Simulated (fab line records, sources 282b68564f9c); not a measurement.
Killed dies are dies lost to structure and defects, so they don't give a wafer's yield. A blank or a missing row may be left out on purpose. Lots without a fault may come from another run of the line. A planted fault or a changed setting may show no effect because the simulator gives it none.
A struck lot beside a sound one | flow rit_cmos | 17 steps out of a route of 202
Sound: wafers L488.3, L488.4, L488.6. Struck: wafer L492.3. (L492.1, L492.4 of the same lot were not struck and are left out.) The cause comes at the end.
At each step with rows: each side's tool, then ch and its chambers, then its first start. Under that, the readings that differ: sound wafers | struck wafers | difference of the means | sigmas: that difference in standard deviations of wafers without a fault.
alike: readings whose means differ by less than 2 such deviations, and words and numbers that are the same on both sides. not compared: withheld readings, readings that some wafer has no value for, bounds like >300 that may hide the same value, and numbers for which the record gives no deviation and whose values overlap.
The two part at a step that has a row with sigmas, a row that says differs or no value, or rows on one side only. Numbers that don't overlap but have no deviation are shown without sigmas and don't part them. A reading that every wafer of one side lacks parts them only if that side has two wafers or more.

first, 1 step without rows for these wafers: RIT_PSD_IMPLANT_08.
RIT_PSD_STRIP_09: strips in O2, time 180 s.
  sound on plasma_asher-02 ch 0,1, day 3 22:38; struck on plasma_asher-01 ch 0, day 4 16:37
  alike: drypump_motor_current_A, rf_refl_power_W
  not compared: rf_hours_counter_h
RIT_PSD_TW_MEAS_10:
  sound on film_metro-03, day 3 22:46; struck on film_metro-01, day 4 16:47
  reading | sound          | struck | difference | sigmas
  PSD_TW  | 3461 3447 3446 | 3395   | -56        | -3
then, 3 steps without rows for these wafers: RIT_SDANNEAL_CLEAN_00 (cleans in SC1, time 600 s); RIT_SDANNEAL_CLEAN_01 (cleans in dHF, time 30 s); RIT_SDANNEAL_CLEAN_02 (cleans in SC2, time 600 s).
RIT_SDANNEAL_RTA_03: time 5 s.
  sound on rtp_anneal-02 ch 0, day 3 23:12; struck on rtp_anneal-02 ch 0, day 4 17:15
  alike: wafer_temp_C_max
RIT_SDANNEAL_RS_MEAS_04: measures by four-point-probe.
  sound on film_metro-02, day 3 23:17; struck on film_metro-02, day 4 17:19
  alike: PSD_RS
RIT_SDANNEAL_RS_MEAS_05: measures by four-point-probe.
  sound on film_metro-02, day 3 23:24; struck on film_metro-02, day 4 17:26
  alike: NSD_RS
RIT_SDANNEAL_RS_MEAS_06: measures by four-point-probe.
  sound on film_metro-02, day 3 23:31; struck on film_metro-02, day 4 17:33
  alike: PLDD_RS
RIT_SDANNEAL_RS_MEAS_07: measures by four-point-probe.
  sound on film_metro-02, day 3 23:38; struck on film_metro-02, day 4 17:40
  alike: NLDD_RS
then, 1 step without rows for these wafers: RIT_SILICIDE_WET_ETCH_00 (etches SiO2 in BOE, target depth 14 nm, time 15 s).
RIT_SILICIDE_SPUTTER_01: material Ti, target thk 30 nm, time 240 s.
  sound on pvd_sputter-01, day 3 23:44; struck on pvd_sputter-01, day 4 17:48
  reading                                     | sound            | struck | difference | sigmas
  model.Ti_of_SILICIDE_SPUTTER_01.thk_nm (nm) | 31.12 30.74 30.9 | 26.17  | -4.75      |
  alike: throttle_valve_pct
RIT_SILICIDE_RS_MEAS_02: measures by four-point-probe.
  sound on film_metro-04, day 3 23:55; struck on film_metro-04, day 4 17:57
  reading                 | sound          | struck | difference | sigmas
  SILICIDE_TI_RS (ohm/sq) | 45.7 46.4 46.1 | 56.9   | +10.8      | +14
RIT_SILICIDE_THK_MEAS_03: measures by xrf.
  sound on film_metro-04, day 4 00:01; struck on film_metro-04, day 4 18:04
  reading              | sound          | struck | difference | sigmas
  SILICIDE_TI_THK (nm) | 31.4 31.1 31.3 | 26.4   | -4.9       | -10
RIT_SILICIDE_RTA_04: time 10 s, ramp up 5 s, ramp down 5 s.
  sound on rtp_anneal-01 ch 0, day 4 00:05; struck on rtp_anneal-01 ch 0, day 4 18:08
  alike: wafer_temp_C_max
RIT_M1_PROBE_99:
  sound on prober-01, day 4 07:03; struck on prober-01, day 5 00:57
  reading                              | sound             | struck | difference | sigmas
  killed_at_M0_to_M3                   | 0 1 0             | 0      | +0         | -2
  killed_open                          | 4 5 2             | 9      | +5         | +2
  model.etest.npoly_line.line_ohm_um   | 169.4 172.5 168.4 | 172.6  | +2.5       |
  model.etest.ppoly_line.line_ohm_um   | 161.5 165.2 160.5 | 167.4  | +5.0       |
  model.etest.contact_nplus.end_ohm_um | 42.23 41.68 41.49 | 37.23  | -4.57      |
  model.etest.contact_pplus.end_ohm_um | 44.34 44.01 44.15 | 40.76  | -3.41      |
  model.etest.npoly_line.rs_ohm_sq     | 16.72 16.77 16.8  | 18.8   | +2.0       |
  model.etest.ppoly_line.rs_ohm_sq     | 16.08 16.29 15.91 | 18.07  | +1.98      |
  model.etest.npoly_sal.rs_ohm_sq      | 4.189 4.224 4.221 | 4.948  | +0.737     |
  model.etest.ppoly_sal.rs_ohm_sq      | 4.153 4.197 4.207 | 4.88   | +0.69      |
  alike: killed_at_front_end, killed_dies, killed_short

WHERE THEY PART
First at RIT_PSD_TW_MEAS_10; last, within this record, at RIT_M1_PROBE_99.

WHY: what the simulator had put in
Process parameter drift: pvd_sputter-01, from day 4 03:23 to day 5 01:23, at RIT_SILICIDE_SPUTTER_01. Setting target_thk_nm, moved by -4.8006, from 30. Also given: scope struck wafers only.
